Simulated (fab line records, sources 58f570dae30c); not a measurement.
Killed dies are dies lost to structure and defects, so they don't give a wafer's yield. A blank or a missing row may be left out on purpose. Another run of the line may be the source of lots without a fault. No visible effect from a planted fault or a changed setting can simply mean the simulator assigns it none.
fab line records    flow berkeley-cmos170    part 1 of 2: steps 1 to 29 of 39
record lots=5  wafers=15  last-day=13
route steps=331 shown FIELD@89 SACOX@97 SCREENOX@100 NVT@104 PVT@115 GATE@125
lots that met no fault: from a run of the same line without faults
start-h: hours from the record's first day to the start of the lot's first wafer shown    wait-h: time in hours since the lot's previous step    " unchanged from the row above    L1.1+2: a single row standing in for several wafers    - value missing, or start not given    * or withheld: withheld    < > ~ a bound
route shown NAME@n: names a module that has steps shown in the file, with the first one's number in the route    usual: average and standard deviation across the fault-free wafers    same: alike in all rows    chamber/n: place in a boat    sites: readings site by site    _std_site: the standard deviation of these    _edge_site: inner sites' mean taken away from outer sites' mean    radius-mm: for every site, how far away it sits from the centre of the wafer    mask NAME#n: copy n    behind: the last tool/chamber to shape the wafer    hold: cause of the lot's hold/its duration in hours/its outcome    device: names the non-switching transistor (n, p or np)    end of line: the tests these same wafers got at the end of their route    where a step has no rows: the recipe by itself    killed: the dies lost at the first sort to structure and to defects; this is not the yield of the wafer    map: a wafer's dies, marking killed ones x, the rest . and places with no die _
set.NAME: the setting the step ran with; set.NAME@STEP: the setting that earlier step ran with    model.NAME: the simulator's own value behind a step, which no gauge read
lots at some steps of the route; a table a step, a row a wafer
services: a tool's chamber out of use, with start hour (start-h, from the record's first day; less than 0 if before it), hours out, and reason
## steps
# step UCB170_FIELD_CLEAN_00
# recipe chemistry=dHF  dilution=25:1  time-s=7.5
lot.wafer   tool          chamber  start-h  wait-h
L076.1+5+6  wet-bench-02  1        114.42   0.1
L078.1+3+4  wet-bench-02  0        114.78   0.1
L081.1+5+6  wet-bench-01  1        128.78   0.1
L093.3+4+6  wet-bench-01  1        194.04   0.0
L092.1+2+3  wet-bench-02  3        194.29   0.1
# step UCB170_FIELD_OXIDATION_01
# recipe temp-c=1000  ambient=H2O  p-h2o-torr=584.62  target-thk-a=5583  ox-time-s=7200
lot.wafer   tool        chamber  start-h  wait-h
L076.1+5+6  furnace-02  0        117.37   2.9
L078.1+3+4  furnace-02  0        117.37   2.6
L081.1+5+6  furnace-01  0        131.83   3.0
L092.1+2+3  furnace-04  0        200.54   6.2
L093.3+4+6  furnace-04  0        200.54   6.5
# step UCB170_FIELD_THK_MEAS_02
# recipe reads=SiO2_of_FIELD_OXIDATION_01
# usual FIELD_OXIDE_THK=561/9.8
lot.wafer  tool           chamber  start-h  wait-h  FIELD_OXIDE_THK[nm]
L076.1     film-metro-03  -        120.37   0.0     567
L076.5     "              -        "        "       562
L076.6     "              -        "        "       568
L078.1     film-metro-02  -        120.37   0.0     581
L078.3     "              -        "        "       581
L078.4     "              -        "        "       575
L081.1     film-metro-04  -        134.87   0.0     549
L081.5     "              -        "        "       544
L081.6     "              -        "        "       553
L092.1     film-metro-04  -        203.54   0.0     557
L092.2     "              -        "        "       552
L092.3     "              -        "        "       553
L093.3     film-metro-03  -        203.56   0.0     545
L093.4     "              -        "        "       558
L093.6     "              -        "        "       556
# step UCB170_FIELD_ANNEAL_03
# recipe temp-c=1000  time-s=1200  ambient=N2
lot.wafer   tool        chamber  start-h  wait-h
L076.1+5+6  furnace-01  0        124.97   4.6
L078.1+3+4  furnace-01  0        124.97   4.6
L081.1+5+6  furnace-04  0        143.81   8.9
L092.1+2+3  furnace-04  0        209.66   6.1
L093.3+4+6  furnace-04  0        209.66   6.1
# step UCB170_FIELD_WET_ETCH_04
# recipe chemistry=dHF  dilution=10:1  target=SiO2  temp-c=25  time-s=60
lot.wafer   tool          chamber  start-h  wait-h
L076.1+5+6  wet-bench-02  2        126.30   0.0
L078.1+3+4  wet-bench-02  3        126.30   0.0
L081.1+5+6  wet-bench-02  1        145.15   0.0
L092.1+2+3  wet-bench-02  0        210.99   0.0
L093.3+4+6  wet-bench-02  1        210.99   0.0
# step UCB170_FIELD_WET_ETCH_05
# recipe chemistry=H3PO4  target=Si3N4  temp-c=160  time-s=12600
lot.wafer   tool          chamber  start-h  wait-h
L076.1+5+6  wet-bench-03  2        126.33   0.0
L078.1+3+4  wet-bench-03  2        126.33   0.0
L081.1+5+6  wet-bench-02  2        145.17   0.0
L092.1+2+3  wet-bench-03  0        211.02   0.0
L093.3+4+6  wet-bench-03  3        211.02   0.0
# step UCB170_FIELD_WET_ETCH_06
# recipe chemistry=BOE  dilution=5:1  target=SiO2  temp-c=25  time-s=22
lot.wafer   tool          chamber  start-h  wait-h
L076.1+5+6  wet-bench-03  2        130.01   0.2
L078.1+3+4  wet-bench-03  3        130.01   0.2
L081.1+5+6  wet-bench-01  2        148.68   0.0
L092.1+2+3  wet-bench-02  3        214.53   0.0
L093.3+4+6  wet-bench-02  0        214.53   0.0
# step UCB170_FIELD_THK_MEAS_90
# recipe reads=SiO2_of_FIELD_OXIDATION_01
# usual FIELD_OXIDE_LEFT_1_THK=445/9.7
lot.wafer  tool           chamber  start-h  wait-h  FIELD_OXIDE_LEFT_1_THK[nm]
L076.1     film-metro-03  -        130.02   0.0     451
L076.5     "              -        "        "       445
L076.6     "              -        "        "       450
L078.1     film-metro-04  -        130.02   0.0     464
L078.3     "              -        "        "       464
L078.4     "              -        "        "       458
L081.1     film-metro-03  -        148.74   0.1     433
L081.5     "              -        "        "       429
L081.6     "              -        "        "       437
L092.1     film-metro-04  -        214.54   0.0     441
L092.2     "              -        "        "       435
L092.3     "              -        "        "       437
L093.3     film-metro-03  -        214.56   0.0     429
L093.4     "              -        "        "       443
L093.6     "              -        "        "       440
# step UCB170_SACOX_CLEAN_00
# recipe chemistry=dHF  dilution=25:1  time-s=7.5
lot.wafer   tool          chamber  start-h  wait-h
L076.1+5+6  wet-bench-03  3        130.20   0.2
L078.1+3+4  wet-bench-03  1        130.20   0.2
L081.1+5+6  wet-bench-04  2        148.80   0.1
L092.1+2+3  wet-bench-04  1        214.60   0.1
L093.3+4+6  wet-bench-04  2        214.60   0.0
# step UCB170_SACOX_OXIDATION_01
# recipe temp-c=900  ambient=O2  target-thk-a=144  ox-time-s=2400
lot.wafer   tool        chamber  start-h  wait-h
L076.1+5+6  furnace-02  0        137.48   7.3
L078.1+3+4  furnace-02  0        137.48   7.3
L081.1+5+6  furnace-02  0        155.18   6.4
L092.1+2+3  furnace-01  0        219.29   4.7
L093.3+4+6  furnace-01  0        219.29   4.7
# step UCB170_SACOX_THK_MEAS_02
# recipe reads=SiO2_of_SACOX_OXIDATION_01
# usual SACOX_OXIDE_THK=14.4/0.33
lot.wafer  tool           chamber  start-h  wait-h  SACOX_OXIDE_THK[nm]
L076.1     film-metro-03  -        139.15   0.0     15.0
L076.5     "              -        "        "       14.6
L076.6     "              -        "        "       14.5
L078.1     film-metro-04  -        139.15   0.0     14.4
L078.3     "              -        "        "       14.4
L078.4     "              -        "        "       14.7
L081.1     film-metro-04  -        156.85   0.0     14.5
L081.5     "              -        "        "       14.3
L081.6     "              -        "        "       14.2
L092.1     film-metro-03  -        220.96   0.0     14.1
L092.2     "              -        "        "       14.2
L092.3     "              -        "        "       13.9
L093.3     film-metro-01  -        220.98   0.0     14.7
L093.4     "              -        "        "       14.4
L093.6     "              -        "        "       14.3
# step UCB170_SCREENOX_WET_ETCH_00
# recipe chemistry=dHF  dilution=25:1  target=SiO2  temp-c=25  time-s=200
lot.wafer   tool          chamber  start-h  wait-h
L076.1+5+6  wet-bench-02  1        139.21   0.1
L078.1+3+4  wet-bench-02  3        139.21   0.1
L081.1+5+6  wet-bench-02  0        156.94   0.1
L092.1+2+3  wet-bench-02  2        221.02   0.1
L093.3+4+6  wet-bench-02  1        221.02   0.0
# step UCB170_SCREENOX_OXIDATION_01
# recipe temp-c=900  ambient=O2  target-thk-a=144  ox-time-s=2400
lot.wafer   tool        chamber  start-h  wait-h
L076.1+5+6  furnace-04  0        146.40   7.1
L078.1+3+4  furnace-04  0        146.40   7.1
L081.1+5+6  furnace-01  0        159.78   2.8
L092.1+2+3  furnace-04  0        226.08   5.0
L093.3+4+6  furnace-04  0        226.08   5.0
# step UCB170_SCREENOX_THK_MEAS_02
# recipe reads=SiO2_of_SCREENOX_OXIDATION_01
# usual SCREENOX_OXIDE_THK=14.39/0.22
lot.wafer  tool           chamber  start-h  wait-h  SCREENOX_OXIDE_THK[nm]
L076.1     film-metro-02  -        148.06   0.0     14.44
L076.5     "              -        "        "       14.40
L076.6     "              -        "        "       14.36
L078.1     film-metro-01  -        148.06   0.0     14.65
L078.3     "              -        "        "       14.54
L078.4     "              -        "        "       14.63
L081.1     film-metro-01  -        161.45   0.0     14.48
L081.5     "              -        "        "       14.63
L081.6     "              -        "        "       14.67
L092.1     film-metro-02  -        227.74   0.0     14.45
L092.2     "              -        "        "       14.38
L092.3     "              -        "        "       14.63
L093.3     film-metro-01  -        227.76   0.0     14.05
L093.4     "              -        "        "       14.72
L093.6     "              -        "        "       14.31
# step UCB170_SCREENOX_ANNEAL_03
# recipe temp-c=900  time-s=900  ambient=N2
lot.wafer   tool        chamber  start-h  wait-h
L076.1+5+6  furnace-02  0        152.60   4.5
L078.1+3+4  furnace-02  0        152.60   4.5
L081.1+5+6  furnace-02  0        165.45   4.0
L092.1+2+3  furnace-02  0        233.48   5.7
L093.3+4+6  furnace-02  0        233.48   5.7
# step UCB170_NVT_HMDS_00
# recipe prime-time-s=60  prime-temp-c=100
# usual exhaust-pa=45.2/0.76  resist-line-temp-C=23.01/0.11
lot.wafer  tool            chamber  start-h  wait-h  exhaust-pa  resist-line-temp-C
L076.1     litho-track-02  0        153.85   0.0     46.5        23.08
L076.5     "               0        "        "       46.5        23.02
L076.6     "               0        "        "       46.7        23.14
L078.1     litho-track-03  0        154.07   0.2     44.3        23.02
L078.3     "               0        "        "       46.0        22.86
L078.4     "               0        "        "       44.6        23.09
L081.1     litho-track-03  0        166.70   0.0     45.0        23.18
L081.5     "               0        "        "       46.1        23.08
L081.6     "               0        "        "       45.1        23.21
L093.3     litho-track-03  0        234.86   0.1     44.4        23.12
L093.4     "               0        "        "       45.6        23.01
L093.6     "               0        "        "       45.3        23.01
L092.1     litho-track-01  0        235.03   0.3     46.1        22.79
L092.2     "               0        "        "       45.6        22.97
L092.3     "               0        "        "       45.1        22.79
# step UCB170_NVT_COAT_01
# recipe resist=KrF  spin-rpm=1500  resist-thk-nm=900
# usual exhaust-pa=45.1/0.87  resist-line-temp-C=22.98/0.099
lot.wafer  tool            chamber  start-h  wait-h  exhaust-pa  resist-line-temp-C
L076.1     litho-track-02  0        154.00   0.1     45.7        22.94
L076.5     "               0        "        "       44.9        22.92
L076.6     "               0        "        "       46.5        22.85
L078.1     litho-track-03  0        154.22   0.1     45.5        23.07
L078.3     "               0        "        "       45.7        23.10
L078.4     "               0        "        "       44.9        23.04
L081.1     litho-track-03  0        166.85   0.1     43.1        23.03
L081.5     "               0        "        "       44.5        22.93
L081.6     "               0        "        "       44.0        22.92
L093.3     litho-track-03  0        235.01   0.1     44.9        22.86
L093.4     "               0        "        "       45.1        23.03
L093.6     "               0        "        "       46.6        22.87
L092.1     litho-track-01  0        235.18   0.1     44.8        22.93
L092.2     "               0        "        "       46.5        22.80
L092.3     "               0        "        "       45.0        22.93
# step UCB170_NVT_SOFTBAKE_02
# recipe resist=KrF  temp-c=130  time-s=60
# usual exhaust-pa=45.1/0.85  resist-line-temp-C=23.00/0.098
lot.wafer  tool            chamber  start-h  wait-h  exhaust-pa  resist-line-temp-C
L076.1     litho-track-02  0        154.15   0.1     45.3        23.15
L076.5     "               0        "        "       46.3        23.18
L076.6     "               0        "        "       45.7        23.12
L078.1     litho-track-03  0        154.37   0.1     45.8        22.95
L078.3     "               0        "        "       44.9        23.16
L078.4     "               0        "        "       45.4        22.98
L081.1     litho-track-03  0        167.00   0.1     45.0        22.89
L081.5     "               0        "        "       45.2        23.23
L081.6     "               0        "        "       44.2        23.06
L093.3     litho-track-03  0        235.16   0.1     44.1        22.89
L093.4     "               0        "        "       44.6        22.93
L093.6     "               0        "        "       44.8        22.99
L092.1     litho-track-01  0        235.33   0.1     43.5        22.98
L092.2     "               0        "        "       46.1        22.81
L092.3     "               0        "        "       44.7        22.90
# step UCB170_NVT_EXPOSE_03
# recipe mask-id=PWELL  target-cd-nm=3000  na=0.5  sigma-outer=0.6  source-shape=conventional  dose-mj=30
# usual reticle-temp-C=22.99/0.11
# same na=0.5
lot.wafer  tool            chamber  start-h  wait-h  mask     reticle-temp-C
L076.1     krf-scanner-01  0        154.67   0.5     PWELL#0  23.00
L076.5     "               0        "        "       PWELL#0  23.10
L076.6     "               0        "        "       PWELL#0  23.20
L078.1     krf-scanner-01  0        154.78   0.4     PWELL#0  23.03
L078.3     "               0        "        "       PWELL#0  23.00
L078.4     "               0        "        "       PWELL#0  22.98
L081.1     krf-scanner-02  0        167.15   0.1     PWELL#0  22.81
L081.5     "               0        "        "       PWELL#0  22.93
L081.6     "               0        "        "       PWELL#0  22.74
L093.3     krf-scanner-02  0        235.42   0.2     PWELL#0  22.94
L093.4     "               0        "        "       PWELL#0  22.94
L093.6     "               0        "        "       PWELL#0  22.93
L092.1     krf-scanner-02  0        235.50   0.1     PWELL#0  23.06
L092.2     "               0        "        "       PWELL#0  23.11
L092.3     "               0        "        "       PWELL#0  23.12
# step UCB170_NVT_PEB_04
# recipe peb-temp-c=130  peb-time-s=withheld  resist=KrF
# usual exhaust-pa=45.1/0.8  resist-line-temp-C=23.00/0.1
lot.wafer  tool            chamber  start-h  wait-h  exhaust-pa  resist-line-temp-C
L076.1     litho-track-03  0        155.24   0.6     44.4        23.04
L076.5     "               0        "        "       45.2        22.93
L076.6     "               0        "        "       45.1        22.90
L078.1     litho-track-02  0        155.30   0.5     45.4        23.14
L078.3     "               0        "        "       46.1        23.00
L078.4     "               0        "        "       44.5        23.13
L081.1     litho-track-02  0        167.90   0.7     45.2        22.88
L081.5     "               0        "        "       45.2        23.04
L081.6     "               0        "        "       43.4        22.85
L092.1     litho-track-01  0        235.76   0.2     46.9        23.06
L092.2     "               0        "        "       44.5        23.05
L092.3     "               0        "        "       45.5        22.95
L093.3     litho-track-03  0        235.76   0.3     46.0        23.10
L093.4     "               0        "        "       45.1        22.99
L093.6     "               0        "        "       47.0        23.06
# step UCB170_NVT_DEVELOP_05
# recipe developer=TMAH  develop-time-s=45  resist=KrF  dev-temp-c=21
# usual developer-temp-C=20.99/0.12  exhaust-pa=45.1/0.76  resist-line-temp-C=23.00/0.09
lot.wafer  tool            chamber  start-h  wait-h  developer-temp-C  exhaust-pa  resist-line-temp-C
L076.1     litho-track-03  0        -        -       20.92             44.8        22.89
L076.5     "               0        "        "       20.88             45.7        23.01
L076.6     "               0        "        "       20.94             45.1        22.94
L078.1     litho-track-02  0        -        -       20.79             43.5        23.00
L078.3     "               0        "        "       20.76             42.9        23.04
L078.4     "               0        "        "       20.87             43.2        23.01
L081.1     litho-track-02  0        -        -       20.83             45.6        23.22
L081.5     "               0        "        "       20.90             45.0        23.11
L081.6     "               0        "        "       20.97             44.4        23.16
L093.3     litho-track-03  0        -        -       20.98             43.8        22.89
L093.4     "               0        "        "       21.17             45.0        22.84
L093.6     "               0        "        "       20.88             44.1        22.96
L092.1     litho-track-01  0        -        -       21.05             44.6        23.06
L092.2     "               0        "        "       21.15             45.1        22.98
L092.3     "               0        "        "       21.17             44.9        23.01
# step UCB170_NVT_OVL_MEAS_06
# usual NVT_OVL=-2/7.1
lot.wafer  tool        chamber  start-h  wait-h  NVT_OVL[nm]
L076.1     overlay-01  -        155.52   -       7
L076.5     "           -        "        "       -4
L076.6     "           -        "        "       -1
L078.1     overlay-02  -        155.58   -       9
L078.3     "           -        "        "       -1
L078.4     "           -        "        "       3
L081.1     overlay-01  -        168.18   -       -14
L081.5     "           -        "        "       -18
L081.6     "           -        "        "       -9
L093.3     overlay-01  -        236.00   -       -2
L093.4     "           -        "        "       -6
L093.6     "           -        "        "       -9
L092.1     overlay-02  -        236.03   -       -2
L092.2     "           -        "        "       6
L092.3     "           -        "        "       -2
# step UCB170_NVT_IMPLANT_07
# recipe species=BF2  dose-cm2=3e+12  energy-kev=50  tilt-deg=7
# usual tilt-deg=6.998/0.02
# same implant-ion-amu=49
lot.wafer  tool          chamber  start-h  wait-h  tilt-deg
L076.1     implanter-01  0        155.55   0.0     6.973
L076.5     "             0        "        "       6.966
L076.6     "             0        "        "       6.961
L078.1     implanter-02  0        155.61   0.0     6.985
L078.3     "             0        "        "       6.997
L078.4     "             0        "        "       7.006
L081.1     implanter-02  0        168.21   0.0     6.991
L081.5     "             0        "        "       6.980
L081.6     "             0        "        "       6.980
L092.1     implanter-04  0        236.07   0.0     7.036
L092.2     "             0        "        "       7.009
L092.3     "             0        "        "       7.007
L093.3     implanter-01  0        236.07   0.1     7.013
L093.4     "             0        "        "       6.995
L093.6     "             0        "        "       6.985
# step UCB170_NVT_STRIP_08
# recipe chemistry=O2  power-w=400  pressure-mtorr=3500  platen-temp-c=withheld  o2-flow-sccm=400  overash-fraction=0.5
# usual drypump-motor-current-A=5.7/0.41  o2-flow-sccm=400.2/1  oes-product-au=0.734/0.0036  strip-time-to-endpoint-s=21.65/0.06
lot.wafer  tool             chamber  start-h  wait-h  drypump-motor-current-A  o2-flow-sccm  oes-product-au  rf-hours-counter-h  strip-time-to-endpoint-s
L076.1     plasma-asher-01  1        155.70   0.1     6.0                      399.1         0.736           41                  21.59
L076.5     "                0        "        "       6.1                      399.6         0.733           -                   21.62
L076.6     "                1        "        "       6.0                      399.3         0.734           -                   21.57
L078.1     plasma-asher-04  0        155.76   0.1     5.4                      399.6         0.738           37                  21.59
L078.3     "                0        "        "       5.4                      399.9         0.735           -                   21.66
L078.4     "                1        "        "       5.6                      400.8         0.727           -                   21.59
L081.1     plasma-asher-01  0        168.36   0.1     6.1                      398.3         0.735           42                  21.71
L081.5     "                1        "        "       6.0                      400.0         0.735           -                   21.73
L081.6     "                0        "        "       6.1                      400.2         0.735           -                   21.66
L093.3     plasma-asher-01  1        236.21   0.1     6.0                      400.5         0.731           -                   21.63
L093.4     "                0        "        "       6.1                      400.9         0.732           -                   21.61
L093.6     "                1        "        "       6.0                      400.3         0.733           -                   21.56
L092.1     plasma-asher-02  1        236.22   0.1     5.8                      400.4         0.737           12                  21.60
L092.2     "                0        "        "       5.0                      401.2         0.740           12                  21.67
L092.3     "                1        "        "       5.8                      401.2         0.731           -                   21.62
# step UCB170_NVT_TW_MEAS_09
# usual NVT_TW=525/4.8
lot.wafer  tool           chamber  start-h  wait-h  NVT_TW
L076.1     film-metro-01  -        155.80   0.1     529
L076.5     "              -        "        "       530
L076.6     "              -        "        "       529
L078.1     film-metro-02  -        155.86   0.1     521
L078.3     "              -        "        "       519
L078.4     "              -        "        "       520
L081.1     film-metro-01  -        168.46   0.1     534
L081.5     "              -        "        "       533
L081.6     "              -        "        "       531
L093.3     film-metro-02  -        236.29   0.1     517
L093.4     "              -        "        "       519
L093.6     "              -        "        "       521
L092.1     film-metro-03  -        236.32   0.1     527
L092.2     "              -        "        "       526
L092.3     "              -        "        "       527
# step UCB170_NVT_CLEAN_10
# recipe chemistry=SPM  temp-c=120  time-s=600
lot.wafer   tool          chamber  start-h  wait-h
L076.1+5+6  wet-bench-03  2        155.86   0.1
L078.1+3+4  wet-bench-04  1        155.92   0.1
L081.1+5+6  wet-bench-01  0        168.52   0.1
L093.3+4+6  wet-bench-01  2        236.34   0.0
L092.1+2+3  wet-bench-01  1        236.51   0.2
# step UCB170_PVT_HMDS_00
# recipe prime-time-s=60  prime-temp-c=100
# usual exhaust-pa=44.8/0.84  resist-line-temp-C=23.00/0.11
lot.wafer  tool            chamber  start-h  wait-h  exhaust-pa  resist-line-temp-C
L076.1     litho-track-01  0        156.65   0.6     43.4        23.09
L076.5     "               0        "        "       44.5        23.01
L076.6     "               0        "        "       44.7        22.92
L078.1     litho-track-03  0        156.79   0.7     45.4        23.23
L078.3     "               0        "        "       45.1        22.96
L078.4     "               0        "        "       44.9        23.09
L081.1     litho-track-01  0        168.75   0.0     44.7        23.06
L081.5     "               0        "        "       45.6        23.07
L081.6     "               0        "        "       45.5        23.12
L093.3     litho-track-03  0        236.59   0.1     44.8        22.97
L093.4     "               0        "        "       45.3        23.14
L093.6     "               0        "        "       45.0        23.15
L092.1     litho-track-04  0        237.17   0.5     45.4        23.12
L092.2     "               0        "        "       46.1        22.89
L092.3     "               0        "        "       45.3        23.02
# step UCB170_PVT_COAT_01
# recipe resist=KrF  spin-rpm=1500  resist-thk-nm=900
# usual exhaust-pa=45.1/0.97  resist-line-temp-C=22.99/0.11
lot.wafer  tool            chamber  start-h  wait-h  exhaust-pa  resist-line-temp-C
L076.1     litho-track-01  0        156.80   0.1     45.6        23.04
L076.5     "               0        "        "       45.2        23.04
L076.6     "               0        "        "       44.8        22.88
L078.1     litho-track-03  0        156.94   0.1     46.0        22.93
L078.3     "               0        "        "       44.5        22.96
L078.4     "               0        "        "       44.0        22.87
L081.1     litho-track-01  0        168.90   0.1     46.3        23.00
L081.5     "               0        "        "       44.7        23.04
L081.6     "               0        "        "       46.3        23.01
L093.3     litho-track-03  0        236.74   0.1     44.6        23.03
L093.4     "               0        "        "       44.3        22.94
L093.6     "               0        "        "       45.0        22.96
L092.1     litho-track-04  0        237.32   0.1     45.7        23.07
L092.2     "               0        "        "       45.0        22.98
L092.3     "               0        "        "       46.5        22.79
# step UCB170_PVT_SOFTBAKE_02
# recipe resist=KrF  temp-c=130  time-s=60
# usual exhaust-pa=45.0/0.89  resist-line-temp-C=22.99/0.1
lot.wafer  tool            chamber  start-h  wait-h  exhaust-pa  resist-line-temp-C
L076.1     litho-track-01  0        156.95   0.1     44.8        23.10
L076.5     "               0        "        "       44.5        23.26
L076.6     "               0        "        "       45.0        23.01
L078.1     litho-track-03  0        157.09   0.1     44.5        23.16
L078.3     "               0        "        "       44.1        22.92
L078.4     "               0        "        "       44.2        23.14
L081.1     litho-track-01  0        169.05   0.1     45.5        22.81
L081.5     "               0        "        "       45.8        23.08
L081.6     "               0        "        "       46.9        23.03
L093.3     litho-track-03  0        236.89   0.1     45.1        22.91
L093.4     "               0        "        "       46.8        22.97
L093.6     "               0        "        "       45.5        23.11
L092.1     litho-track-04  0        237.47   0.1     45.9        23.02
L092.2     "               0        "        "       44.1        22.97
L092.3     "               0        "        "       44.8        23.03
